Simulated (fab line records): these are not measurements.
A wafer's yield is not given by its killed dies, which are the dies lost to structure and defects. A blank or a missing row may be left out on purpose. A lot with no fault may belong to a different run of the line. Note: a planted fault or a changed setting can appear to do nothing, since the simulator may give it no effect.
One fault seen from 2 desks :: flow rit_cmos :: what lay behind the numbers comes last; until then each desk has only its own

AT THE METROLOGY DESK
Means of the sampled wafers that have a number, per lot and without regard to the tool the lot ran on: this is what the gauges read. A lot is out of limits, marked OUT, if its mean lies more than 4 standard deviations from the usual mean; the brackets give that distance.
Columns: A = FOX2_OXIDE_THK at RIT_FOX2_THK_MEAS_01, usual 345 nm; B = FIELD_OXIDE_LEFT_1_THK at RIT_FOX2_THK_MEAS_90, usual 317 nm; C = FIELD_OXIDE_LEFT_2_THK at RIT_FOX2_THK_MEAS_91, usual 249 nm
lot: L917
first seen here: day 1 20:09
A: 351
B: 324
C: 257

lot: L918
first seen here: day 2 00:34
A: 351
B: 323
C: 255

lot: L919
first seen here: day 2 04:39
A: 348
B: 321
C: 253

lot: L920
first seen here: day 2 09:25
A: 339
B: 312
C: 244

lot: L921
first seen here: day 2 15:40
A: 355
B: 328
C: 260

lot: L923
first seen here: day 3 02:21
A: 332
B: 304
C: 236

lot: L924
first seen here: day 3 07:20
A: 348
B: 320
C: 254

lot: L925
first seen here: day 3 10:47
A: 358
B: 331
C: 262

lot: L927
first seen here: day 3 20:35
A: 336
B: 310
C: 241

lot: L931
first seen here: day 4 16:30
A: 386 (+5.6) OUT
B: 359 (+5.7) OUT
C: 291 (+5.6) OUT

lot: L933
first seen here: day 5 02:48
A: 390 (+6.2) OUT
B: 363 (+6.3) OUT
C: 294 (+6.1) OUT

lot: L937
first seen here: day 5 22:32
A: 340
B: 313
C: 245

lot: L938
first seen here: day 6 03:28
A: 354
B: 327
C: 259

lot: L940
first seen here: day 6 16:10
A: 348
B: 320
C: 253
This desk's finding: out of limits on L931, L933; first on L931, day 4 16:30 (FOX2_OXIDE_THK at RIT_FOX2_THK_MEAS_01). Within limits: L917, L918, L919, L920, L921, L923, L924, L925, L927, L937, L938, L940.

TOOL OWNER'S DESK, furnace-01
The tool's own readings at RIT_FOX2_OXIDATION_00 (target thk 350.7 nm, ox time 1130 s): means of the sampled wafers that have a number, for each lot that ran on this tool. A lot is out of limits, marked OUT, if its mean lies more than 4 standard deviations from the usual mean; the brackets give that distance.
Columns: A = spike_tc_centre_C at RIT_FOX2_OXIDATION_00, usual 1103.3 C; B = zone_power_centre_pct at RIT_FOX2_OXIDATION_00, usual 52.9 %; C = zone_power_source_pct at RIT_FOX2_OXIDATION_00, usual 42 %
lot: L919
first seen here: day 2 03:19
A: 1103.7
B: 51.3
C: 36

lot: L920
first seen here: day 2 08:05
A: 1104.7
B: 51.4
C: 36

lot: L923
first seen here: day 3 01:02
A: 1105.0
B: 51.5
C: 36

lot: L931
first seen here: day 4 15:10
A: 1105.1
B: 51.0
C: 36

lot: L933
first seen here: day 5 01:29
A: 1104.4
B: 51.8
C: 36
Result from this desk: across the 5 lots, nothing is out of limits.

TAKEN TOGETHER
Metrology desk: alarm possible at day 4 16:30 on L931, L933.
The desk of the tool owner found nothing out of limits.
The tool owner's desk has L931, L933 on record, within its limits.
Of the lots named, all ran RIT_FOX2_OXIDATION_00 on furnace-01.

WHAT WAS PUT IN BY THE SIMULATOR
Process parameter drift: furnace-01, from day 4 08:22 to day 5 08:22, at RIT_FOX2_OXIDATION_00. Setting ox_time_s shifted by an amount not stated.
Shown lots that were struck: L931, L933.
Per desk, hours elapsed from the start of the fault to the first reading out of limits: for the metrology desk, 8.
